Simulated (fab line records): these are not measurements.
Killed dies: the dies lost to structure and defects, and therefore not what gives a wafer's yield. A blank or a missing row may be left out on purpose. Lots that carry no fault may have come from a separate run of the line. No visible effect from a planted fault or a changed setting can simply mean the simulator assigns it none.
Check of tool commonality || flow ritCmos || 14 lots, 42 wafers sampled

## WHY THIS WAS OPENED
2 of 14 lots carry a flag on the reading NSD_TW at RIT_NSD_TW_MEAS_10. Fault-free wafers read 3112, with a standard deviation of 13.
Rule: flag the lot when none of its wafers has a number, or when each of its wafers that has one lies beyond 4 standard deviations from that mean. The other lots count as sound.

{"lot": "L207", "measured": "day 3 02:29", "on": "filmMetro-03", "NSD_TW, wafer by wafer": "3099 3099 3093", "flag": ""}
{"lot": "L208", "measured": "day 3 10:37", "on": "filmMetro-04", "NSD_TW, wafer by wafer": "3117 3125 3109", "flag": ""}
{"lot": "L209", "measured": "day 3 15:44", "on": "filmMetro-04", "NSD_TW, wafer by wafer": "3103 3108 3122", "flag": ""}
{"lot": "L211", "measured": "day 4 02:41", "on": "filmMetro-02", "NSD_TW, wafer by wafer": "3116 3105 3104", "flag": ""}
{"lot": "L212", "measured": "day 4 08:00", "on": "filmMetro-04", "NSD_TW, wafer by wafer": "3082 3112 3096", "flag": ""}
{"lot": "L213", "measured": "day 4 11:05", "on": "filmMetro-03", "NSD_TW, wafer by wafer": "3106 3109 3105", "flag": ""}
{"lot": "L214", "measured": "day 4 16:25", "on": "filmMetro-03", "NSD_TW, wafer by wafer": "3110 3113 3124", "flag": ""}
{"lot": "L216", "measured": "day 5 02:30", "on": "filmMetro-02", "NSD_TW, wafer by wafer": "3119 3118 3135", "flag": ""}
{"lot": "L221", "measured": "day 6 04:29", "on": "filmMetro-03", "NSD_TW, wafer by wafer": "30 30 30", "flag": "FLAGGED"}
{"lot": "L222", "measured": "day 6 07:59", "on": "filmMetro-04", "NSD_TW, wafer by wafer": "30 30 30", "flag": "FLAGGED"}
{"lot": "L223", "measured": "day 6 09:58", "on": "filmMetro-02", "NSD_TW, wafer by wafer": "3131 3107 3112", "flag": ""}
{"lot": "L225", "measured": "day 6 22:16", "on": "filmMetro-04", "NSD_TW, wafer by wafer": "3114 3112 3130", "flag": ""}
{"lot": "L229", "measured": "day 7 18:11", "on": "filmMetro-04", "NSD_TW, wafer by wafer": "3115 3104 3102", "flag": ""}
{"lot": "L230", "measured": "day 7 21:01", "on": "filmMetro-04", "NSD_TW, wafer by wafer": "3116 3096 3130", "flag": ""}
Flagged lots average 30: -3082 relative to the usual, that is -99 or more standard deviations.

## LOT BY LOT: THE TOOL USED
The record holds 1 process step before the reading, out of a route of 202 steps. Read each cell as the tool, then ch plus the chambers that the sampled wafers visited, then the start.
{"lot": "L207", "flag": "", "RIT_NSD_DEVELOP_05": "lithoTrack-03 ch 0, day 3 01:00"}
{"lot": "L208", "flag": "", "RIT_NSD_DEVELOP_05": "lithoTrack-03 ch 0, day 3 09:00"}
{"lot": "L209", "flag": "", "RIT_NSD_DEVELOP_05": "lithoTrack-04 ch 0, day 3 15:00"}
{"lot": "L211", "flag": "", "RIT_NSD_DEVELOP_05": "lithoTrack-04 ch 0, day 4 01:00"}
{"lot": "L212", "flag": "", "RIT_NSD_DEVELOP_05": "lithoTrack-03 ch 0, day 4 07:00"}
{"lot": "L213", "flag": "", "RIT_NSD_DEVELOP_05": "lithoTrack-02 ch 0, day 4 10:00"}
{"lot": "L214", "flag": "", "RIT_NSD_DEVELOP_05": "lithoTrack-04 ch 0, day 4 15:00"}
{"lot": "L216", "flag": "", "RIT_NSD_DEVELOP_05": "lithoTrack-02 ch 0, day 5 01:00"}
{"lot": "L221", "flag": "FLAGGED", "RIT_NSD_DEVELOP_05": "lithoTrack-03 ch 0, day 6 03:00"}
{"lot": "L222", "flag": "FLAGGED", "RIT_NSD_DEVELOP_05": "lithoTrack-03 ch 0, day 6 07:00"}
{"lot": "L223", "flag": "", "RIT_NSD_DEVELOP_05": "lithoTrack-02 ch 0, day 6 09:00"}
{"lot": "L225", "flag": "", "RIT_NSD_DEVELOP_05": "lithoTrack-04 ch 0, day 6 21:00"}
{"lot": "L229", "flag": "", "RIT_NSD_DEVELOP_05": "lithoTrack-04 ch 0, day 7 17:00"}
{"lot": "L230", "flag": "", "RIT_NSD_DEVELOP_05": "lithoTrack-02 ch 0, day 7 20:00"}
What the steps here do:
- RIT_NSD_DEVELOP_05: develop time 50 s.
- RIT_NSD_TW_MEAS_10

## FLAGGED OVER TOTAL, TOOL BY TOOL (the gauges that took the reading come last)
{"step": "RIT_NSD_DEVELOP_05", "tool": "lithoTrack-02", "lots run": 4, "flagged": 0, "share of the flagged lots": "none", "sound lots run after its first flagged lot": "-"}
{"step": "RIT_NSD_DEVELOP_05", "tool": "lithoTrack-03", "lots run": 5, "flagged": 2, "share of the flagged lots": "all", "sound lots run after its first flagged lot": 0}
{"step": "RIT_NSD_DEVELOP_05", "tool": "lithoTrack-04", "lots run": 5, "flagged": 0, "share of the flagged lots": "none", "sound lots run after its first flagged lot": "-"}
{"step": "RIT_NSD_TW_MEAS_10", "tool": "filmMetro-02", "lots run": 3, "flagged": 0, "share of the flagged lots": "none", "sound lots run after its first flagged lot": "-"}
{"step": "RIT_NSD_TW_MEAS_10", "tool": "filmMetro-03", "lots run": 4, "flagged": 1, "share of the flagged lots": "some", "sound lots run after its first flagged lot": 0}
{"step": "RIT_NSD_TW_MEAS_10", "tool": "filmMetro-04", "lots run": 7, "flagged": 1, "share of the flagged lots": "some", "sound lots run after its first flagged lot": "3 (L225,L229,L230)"}

## WHAT IS ALLOWED BY THE TABLE
All flagged lots share 1 row of the table, namely lithoTrack-03 at RIT_NSD_DEVELOP_05.
- lithoTrack-03 at RIT_NSD_DEVELOP_05: 2 of its 5 lots flagged. It ran its last sound lot, L212, at day 4 07:00 and its first flagged lot, L221, at day 6 03:00: a fault with its onset between the two fits.
Left over: one tool, lithoTrack-03 at RIT_NSD_DEVELOP_05.

## WHAT THE SIMULATOR PUT IN
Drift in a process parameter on lithoTrack-03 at RIT_NSD_DEVELOP_05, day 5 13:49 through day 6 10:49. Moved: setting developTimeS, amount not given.
Struck lots among those shown: L221, L222. The rule given above showed the same thing.
